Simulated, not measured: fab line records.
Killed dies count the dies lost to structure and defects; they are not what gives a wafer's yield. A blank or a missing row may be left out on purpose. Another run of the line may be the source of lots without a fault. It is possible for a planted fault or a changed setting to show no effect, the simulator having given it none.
Which of the tools did it? -- flow berkeley-cmos170 -- Sampling: 7 lots, 21 wafers, 2 of 331 route steps

WHAT EACH GAUGE READ, for each wafer
UCB170_M2_CD_MEAS_90 targets a cd of 700 nm.
lot,measured,on,cd-nm (nm)
L660,day 8 05:04,cd-sem-01,698.3 701.0 701.5
L664,day 8 19:04,cd-sem-02,701.5 700.8 705.9
L666,day 9 04:35,cd-sem-02,697.8 699.3 698.0
L670,day 9 17:20,cd-sem-01,703.0 700.5 700.2
L679,day 11 20:55,cd-sem-01,698.7 701.8 701.1
L681,day 11 20:42,cd-sem-02,703.8 702.5 701.6

WHICH TOOL RAN EACH LOT (tool, then ch and the chambers of the sampled wafers, then the start)
lot,UCB170_NWELL_OXIDATION_01
L660,"furnace-02 ch 0, day 2 05:44"
L664,"furnace-03 ch 0, day 3 01:04"
L666,"furnace-03 ch 0, day 3 09:06"
L670,"furnace-01 ch 0, day 4 04:54"
L672,"furnace-02, day 5 02:25"
L679,"furnace-02 ch 0, day 6 01:38"
L681,"furnace-01 ch 0, day 6 11:55"
- UCB170_NWELL_OXIDATION_01: target thk 26.4 nm, ox time 1260 s.

THE ANSWER, worked out from the rows above alone
Rule: usual is defined by the lots themselves. Put in order of their means at a reading, lots are off if they are a third of the lots or fewer, leave a main group of 4 or more, and stand apart from it by a gap of 3 or more times the standard deviation of the main group's means; of several such gaps the widest counts. The tables above print the reading to a certain number of digits; a main group whose means all agree to those digits is not used. Also off: a lot with no number at a reading for which 4 or more lots have one. The other lots that the step has rows for count as sound.
No lot is off at any reading shown: from this, nothing can be told.

WHAT HAD BEEN PUT IN BY THE SIMULATOR
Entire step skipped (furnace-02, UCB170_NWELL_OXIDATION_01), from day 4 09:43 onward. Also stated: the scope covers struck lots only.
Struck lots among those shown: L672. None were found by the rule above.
